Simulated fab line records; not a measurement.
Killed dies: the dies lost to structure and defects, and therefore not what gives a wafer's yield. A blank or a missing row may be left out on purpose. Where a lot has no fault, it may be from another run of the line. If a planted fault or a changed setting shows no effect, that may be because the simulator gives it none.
The tool behind it: which one? :: flow rit_cmos :: 42 wafers from 14 lots sampled at 2 of the route's 202 steps

WHAT THE GAUGES READ, wafer by wafer
The record holds no reading of a measuring or inspecting step that can be judged against a usual standard deviation.

EACH LOT AND THE TOOL THAT RAN IT (in order: tool; ch and the chambers of the sampled wafers; start)
lot: L449
RIT_PLDD_STRIP_09: plasma_asher-01 ch 0,1, day 3 01:01
RIT_M1_PROBE_99: prober-02, day 3 14:28

lot: L450
RIT_PLDD_STRIP_09: plasma_asher-02 ch 0,1, day 3 04:34
RIT_M1_PROBE_99: prober-01, day 3 18:55

lot: L452
RIT_PLDD_STRIP_09: plasma_asher-01 ch 0,1, day 3 11:24
RIT_M1_PROBE_99: prober-01, day 4 03:07

lot: L453
RIT_PLDD_STRIP_09: plasma_asher-03 ch 0,1, day 3 16:10
RIT_M1_PROBE_99: prober-02, day 4 05:44

lot: L456
RIT_PLDD_STRIP_09: plasma_asher-03 ch 0,1, day 4 05:46
RIT_M1_PROBE_99: prober-02, day 4 19:38

lot: L458
RIT_PLDD_STRIP_09: plasma_asher-03 ch 0,1, day 4 18:14
RIT_M1_PROBE_99: prober-01, day 5 08:07

lot: L459
RIT_PLDD_STRIP_09: plasma_asher-02 ch 0,1, day 4 21:55
RIT_M1_PROBE_99: prober-02, day 5 12:40

lot: L463
RIT_PLDD_STRIP_09: plasma_asher-02 ch 0,1, day 5 19:21
RIT_M1_PROBE_99: prober-02, day 6 09:00

lot: L464
RIT_PLDD_STRIP_09: plasma_asher-02 ch 0,1, day 5 23:20
RIT_M1_PROBE_99: prober-01, day 6 13:20

lot: L465
RIT_PLDD_STRIP_09: plasma_asher-03 ch 1, day 6 02:56
RIT_M1_PROBE_99: prober-02, day 6 16:52

lot: L467
RIT_PLDD_STRIP_09: plasma_asher-03 ch 0,1, day 6 14:34
RIT_M1_PROBE_99: prober-02, day 7 04:32

lot: L468
RIT_PLDD_STRIP_09: plasma_asher-03 ch 0,1, day 6 19:40
RIT_M1_PROBE_99: prober-01, day 7 10:11

lot: L469
RIT_PLDD_STRIP_09: plasma_asher-01 ch 0,1, day 6 23:39
RIT_M1_PROBE_99: prober-02, day 7 14:40

lot: L471
RIT_PLDD_STRIP_09: plasma_asher-03 ch 0,1, day 7 09:27
RIT_M1_PROBE_99: prober-02, day 7 23:14
- RIT_PLDD_STRIP_09: strips in O2, time 180 s.
- RIT_M1_PROBE_99

WHAT THE TOOLS THEMSELVES READ (means of the sampled wafers that have a number; where no wafer has one, the mark that the record gives instead)
RIT_PLDD_STRIP_09.
lot: L449
tool: plasma_asher-01
drypump_motor_current_A (A): 5.3
o2_flow_sccm (sccm): 4007

lot: L450
tool: plasma_asher-02
drypump_motor_current_A (A): 5.8
o2_flow_sccm (sccm): 3991

lot: L452
tool: plasma_asher-01
drypump_motor_current_A (A): 5.1
o2_flow_sccm (sccm): 3996

lot: L453
tool: plasma_asher-03
drypump_motor_current_A (A): 6.3
o2_flow_sccm (sccm): 3993

lot: L456
tool: plasma_asher-03
drypump_motor_current_A (A): 5.9
o2_flow_sccm (sccm): 3999

lot: L458
tool: plasma_asher-03
drypump_motor_current_A (A): 6.3
o2_flow_sccm (sccm): 4000

lot: L459
tool: plasma_asher-02
drypump_motor_current_A (A): 5.6
o2_flow_sccm (sccm): 4012

lot: L463
tool: plasma_asher-02
drypump_motor_current_A (A): 5.8
o2_flow_sccm (sccm): 3203

lot: L464
tool: plasma_asher-02
drypump_motor_current_A (A): 5.8
o2_flow_sccm (sccm): 3201

lot: L465
tool: plasma_asher-03
drypump_motor_current_A (A): 6.6
o2_flow_sccm (sccm): 4013

lot: L467
tool: plasma_asher-03
drypump_motor_current_A (A): 5.9
o2_flow_sccm (sccm): 4000

lot: L468
tool: plasma_asher-03
drypump_motor_current_A (A): 6.3
o2_flow_sccm (sccm): 4002

lot: L469
tool: plasma_asher-01
drypump_motor_current_A (A): 5.3
o2_flow_sccm (sccm): 3996

lot: L471
tool: plasma_asher-03
drypump_motor_current_A (A): 6.2
o2_flow_sccm (sccm): 3999

RIT_M1_PROBE_99.
lot: L449
tool: prober-02
killed_at_contacts: 0.0
killed_at_front_end: 5.7
killed_dies: 5.7
killed_open: 3.0
killed_short: 3

lot: L450
tool: prober-01
killed_at_contacts: 0.0
killed_at_front_end: 5.7
killed_dies: 5.7
killed_open: 2.7
killed_short: 3

lot: L452
tool: prober-01
killed_at_contacts: 0.3
killed_at_front_end: 10.0
killed_dies: 10.3
killed_open: 5.7
killed_short: 5

lot: L453
tool: prober-02
killed_at_contacts: 0.0
killed_at_front_end: 5.7
killed_dies: 5.7
killed_open: 3.3
killed_short: 2

lot: L456
tool: prober-02
killed_at_contacts: 0.0
killed_at_front_end: 7.0
killed_dies: 7.0
killed_open: 4.0
killed_short: 3

lot: L458
tool: prober-01
killed_at_contacts: 0.0
killed_at_front_end: 6.0
killed_dies: 6.0
killed_open: 3.7
killed_short: 2

lot: L459
tool: prober-02
killed_at_contacts: 0.0
killed_at_front_end: 7.3
killed_dies: 7.3
killed_open: 4.3
killed_short: 3

lot: L463
tool: prober-02
killed_at_contacts: 0.3
killed_at_front_end: 4.3
killed_dies: 4.7
killed_open: 2.7
killed_short: 2

lot: L464
tool: prober-01
killed_at_contacts: 0.0
killed_at_front_end: 7.0
killed_dies: 7.0
killed_open: 2.3
killed_short: 5

lot: L465
tool: prober-02
killed_at_contacts: 0.3
killed_at_front_end: 6.3
killed_dies: 6.7
killed_open: 2.7
killed_short: 4

lot: L467
tool: prober-02
killed_at_contacts: 0.0
killed_at_front_end: 5.3
killed_dies: 5.3
killed_open: 2.7
killed_short: 3

lot: L468
tool: prober-01
killed_at_contacts: 0.0
killed_at_front_end: 8.0
killed_dies: 8.0
killed_open: 4.0
killed_short: 4

lot: L469
tool: prober-02
killed_at_contacts: 0.0
killed_at_front_end: 5.7
killed_dies: 5.7
killed_open: 2.7
killed_short: 3

lot: L471
tool: prober-02
killed_at_contacts: 0.3
killed_at_front_end: 6.3
killed_dies: 6.7
killed_open: 4.3
killed_short: 2

THE ANSWER, worked out from the rows above alone
Rule: what is usual is taken from the lots themselves. The widest of any qualifying gaps counts: lots, ordered by their means at a reading, are off when they make up no more than a third of the lots, leave a main group of 4 or more, and stand apart from it by 3 or more times the standard deviation of that group's means. A main group whose means are all the same, to the digits that the tables above print for the reading, isn't used. A lot without any number at a reading at which 4 lots or more have one is off too. The other lots that the step has rows for count as sound. After the gauges, taken in route order, come the tools' own readings; for these a lot's mean is taken, as printed above. At the first step where some lot is off, the reading lying furthest off is the one used; lots without a number count as furthest.
Off at RIT_PLDD_STRIP_09 (o2_flow_sccm): L463, L464. Main group: mean 4001 sccm, sd 6.6.
If a tool, at that step or one of the process steps before it, ran each lot that is off and ran no sound lot following the first of them, it fits. One fits: plasma_asher-02 at RIT_PLDD_STRIP_09. Its last sound lot is L459 (day 4 21:55), its first lot that is off L463 (day 5 19:21): a fault that began between those two fits.
On the lots that are off, the tool's own readings at RIT_PLDD_STRIP_09 differ by more than 5 times the standard deviation of the sound lots' means, which bears it out; o2_flow_sccm reads 3202 sccm there versus 4001 sccm on the sound lots.

WHAT HAD BEEN PUT IN BY THE SIMULATOR
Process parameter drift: plasma_asher-02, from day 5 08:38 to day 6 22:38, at RIT_PLDD_STRIP_09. The setting o2_flow_sccm was moved by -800, starting from 4000. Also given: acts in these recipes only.
Shown lots that were struck: L463, L464. The rule above reached the same finding.
